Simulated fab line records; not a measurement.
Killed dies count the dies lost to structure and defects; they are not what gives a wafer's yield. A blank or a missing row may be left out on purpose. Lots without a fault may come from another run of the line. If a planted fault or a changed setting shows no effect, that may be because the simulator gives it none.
Which tool did it? + flow rit_cmos + at 1 step of a route of 202, 14 lots with 42 wafers sampled

## WHAT EACH GAUGE READ, for each wafer
The record holds no reading of a measuring or inspecting step that can be judged against a usual standard deviation.

## WHAT TOOL EACH LOT RAN ON (gives the tool, then ch and the chambers of the sampled wafers, and finally the start)
| lot  | RIT_GATE_ETCH_19                |
|------|---------------------------------|
| L222 | rie_si-01 ch 0,3, day 2 13:21   |
| L223 | rie_si-02 ch 0,3, day 2 22:26   |
| L225 | rie_si-02 ch 0,2,3, day 3 04:32 |
| L226 | rie_si-01 ch 1,2,3, day 3 16:22 |
| L227 | rie_si-02 ch 0,2,3, day 3 16:31 |
| L229 | rie_si-02 ch 1,3, day 4 00:30   |
| L230 | rie_si-01 ch 1,2,3, day 4 06:20 |
| L231 | rie_si-02 ch 0,2,3, day 4 15:19 |
| L232 | rie_si-01 ch 0,1,3, day 4 16:14 |
| L233 | rie_si-02 ch 0,2,3, day 4 20:26 |
| L234 | rie_si-01 ch 1,3, day 5 03:14   |
| L236 | rie_si-01 ch 1,2,3, day 5 12:38 |
| L238 | rie_si-01 ch 0,2,3, day 5 22:37 |
| L245 | rie_si-02 ch 0,1, day 7 09:13   |
- RIT_GATE_ETCH_19: etches poly-Si in SF6/CHF3/O2, stops on SiO2, time 165 s, target depth 312.5 nm.

## WHAT THE TOOLS THEMSELVES READ (means of the sampled wafers that have a number; where no wafer has one, the mark that the record gives instead)
RIT_GATE_ETCH_19. Usual: O2_flow_sccm 4.998 sccm, standard deviation 0.014; drypump_motor_current_A 5.8 A, standard deviation 0.48; oes_product_au 0.851 a.u., standard deviation 0.012; throttle_valve_pct 10.18 %, standard deviation 0.17.
| lot  | tool      | O2_flow_sccm (sccm) | drypump_motor_current_A (A) | oes_product_au (a.u.) | throttle_valve_pct (%) | flag |
|------|-----------|---------------------|-----------------------------|-----------------------|------------------------|------|
| L222 | rie_si-01 | 4.993               | 5.8                         | 0.863                 | 10.12                  |      |
| L223 | rie_si-02 | 4.999               | 6.3                         | 0.837                 | 10.11                  |      |
| L225 | rie_si-02 | 5.003               | 6.0                         | 0.844                 | 10.09                  |      |
| L226 | rie_si-01 | 5.001               | 5.5                         | 0.857                 | 10.36                  |      |
| L227 | rie_si-02 | 4.990               | 6.0                         | 0.845                 | 10.09                  |      |
| L229 | rie_si-02 | 5.012               | 5.8                         | 0.855                 | 10.12                  |      |
| L230 | rie_si-01 | 4.990               | 5.5                         | 0.850                 | 10.37                  |      |
| L231 | rie_si-02 | 4.989               | 6.0                         | 0.849                 | 10.09                  |      |
| L232 | rie_si-01 | 4.995               | 5.7                         | 0.859                 | 10.27                  |      |
| L233 | rie_si-02 | 4.994               | 6.0                         | 0.846                 | 10.10                  |      |
| L234 | rie_si-01 | 4.990               | 5.7                         | 0.861                 | 10.45                  |      |
| L236 | rie_si-01 | 4.999               | 5.5                         | 0.793                 | 10.36                  | OFF  |
| L238 | rie_si-01 | 4.978               | 5.5                         | 0.795                 | 10.19                  | OFF  |
| L245 | rie_si-02 | 5.007               | 6.4                         | 0.831                 | 10.09                  |      |

## THE ANSWER, worked out from the rows above alone
Rule: a lot counts as off when the mean over its wafers that have a number is more than 3 standard deviations away from the usual mean. Also off: a lot with no number at a reading for which 4 or more lots have one. The other lots that the step has rows for count as sound. After the gauges, taken in route order, come the tools' own readings; for these a lot's mean is taken, as printed above. The first step at which some lot is off is used, and at that step the reading that is off furthest; a lot without a number counts as furthest.
Off: L236, L238, at RIT_GATE_ETCH_19 (oes_product_au).
A tool fits if, at that step or a process step before it, it ran every lot that is off, and no sound lot after the first of them. One fits: rie_si-01 at RIT_GATE_ETCH_19. Its last sound lot is L234 (day 5 03:14), its first lot that is off L236 (day 5 12:38): a fault that began between those two fits.
The tool's own readings at RIT_GATE_ETCH_19 bear it out: on the lots that are off they differ by more than 5 times the standard deviation of the sound lots' means. oes_product_au reads 0.794 a.u. there against 0.850 a.u. on the sound lots.

## WHAT THE SIMULATOR HAD INSERTED
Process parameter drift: rie_si-01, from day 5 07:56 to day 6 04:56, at RIT_GATE_ETCH_19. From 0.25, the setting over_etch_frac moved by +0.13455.
Shown lots that were struck: L236, L238. The rule above found the same.
